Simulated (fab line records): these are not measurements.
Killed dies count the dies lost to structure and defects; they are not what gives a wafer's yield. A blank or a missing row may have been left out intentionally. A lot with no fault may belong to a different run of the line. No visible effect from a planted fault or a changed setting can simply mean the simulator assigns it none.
Lot-split experiment    flow berkeleyCmos170    5 lots, 23 wafers read, on a route of 331 steps

== THE SPLIT ==
At UCB170_GATE_CVD_04 (deposits poly-Si from SiH4, time 1440 s, target thk 214 nm), the setting pressureMtorr was moved away from the recipe's 375 mTorr on 15 of the 23 wafers read, by -14.9% to +7.2%. This setting was run at the recipe's value on the other wafers.

No step appears in the file between the split and the reading.

== THE READING ==
GATE_POLY_THK (nm), taken at UCB170_GATE_THK_MEAS_05. Fault-free wafers of this fab line usually give 214.6 nm, standard deviation 1.9 nm.

wafer   tool, chamber at the split  pressureMtorr as run, mTorr  against the recipe  GATE_POLY_THK, nm  against lot-mates on the recipe
L074.1  lpcvd-01, 0                 375                          recipe              214.4              -
L074.4  lpcvd-01, 0                 375                          recipe              215.0              -
L074.5  lpcvd-01, 0                 375                          recipe              214.4              -
L079.1  -, -                        402.1                        +7.2%               222.9              no lot-mate on the recipe
L079.2  -, -                        402.1                        +7.2%               225.6              no lot-mate on the recipe
L079.3  -, -                        402.1                        +7.2%               224.7              no lot-mate on the recipe
L079.4  -, -                        402.1                        +7.2%               222.2              no lot-mate on the recipe
L079.6  -, -                        402.1                        +7.2%               223.4              no lot-mate on the recipe
L081.1  -, -                        360.2                        -3.9%               210.9              no lot-mate on the recipe
L081.2  -, -                        360.2                        -3.9%               211.8              no lot-mate on the recipe
L081.3  -, -                        360.2                        -3.9%               212.1              no lot-mate on the recipe
L081.5  -, -                        360.2                        -3.9%               209.6              no lot-mate on the recipe
L081.6  -, -                        360.2                        -3.9%               211.7              no lot-mate on the recipe
L082.1  -, -                        375                          recipe              216.2              -
L082.2  -, -                        375                          recipe              214.8              -
L082.3  -, -                        375                          recipe              213.0              -
L082.4  -, -                        375                          recipe              215.3              -
L082.5  -, -                        375                          recipe              215.7              -
L084.1  -, -                        319                          -14.9%              197.0              no lot-mate on the recipe
L084.2  -, -                        319                          -14.9%              197.4              no lot-mate on the recipe
L084.3  -, -                        319                          -14.9%              195.3              no lot-mate on the recipe
L084.4  -, -                        319                          -14.9%              194.9              no lot-mate on the recipe
L084.6  -, -                        319                          -14.9%              194.3              no lot-mate on the recipe

THE FIT
A straight line over all 23 wafers: GATE_POLY_THK changes by +1.26 nm for each +1% of pressureMtorr; r = +0.99; the points scatter about the line by 1.3 nm.
Too few moved wafers with a lot-mate on the recipe to fit a line net of each lot's own level.

== THE WHOLE CHAIN: every reading that the file lists as answering this split, in the file's order ==
step                     what it does                                                                  reading                                                                        change (the file's fit)               r (the file's)
UCB170_GATE_CVD_04       deposits poly-Si from SiH4, time 1440 s, target thk 214 nm                    poly-Si_of_GATE_CVD_04.thkNm (the simulator's own value, which no gauge read)  +1.26 nm for each +1% of the setting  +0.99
UCB170_GATE_THK_MEAS_05                                                                                GATE_POLY_THK                                                                  +1.26 for each +1% of the setting     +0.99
UCB170_GATE_ETCH_15      etches poly-Si in HBr/Cl2, stops on SiO2, time 56.3 s, target depth 278.2 nm  etch.depthNm (the simulator's own value, which no gauge read)                  +1.26 nm for each +1% of the setting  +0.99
UCB170_GATE_ETCH_15      etches poly-Si in HBr/Cl2, stops on SiO2, time 56.3 s, target depth 278.2 nm  GATE.featureDepthNm (the simulator's own value, which no gauge read)           +1.26 nm for each +1% of the setting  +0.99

== THE FILE'S OWN FIT ==
GATE_POLY_THK changes by +1.26 nm for each +1% of pressureMtorr, r = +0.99.
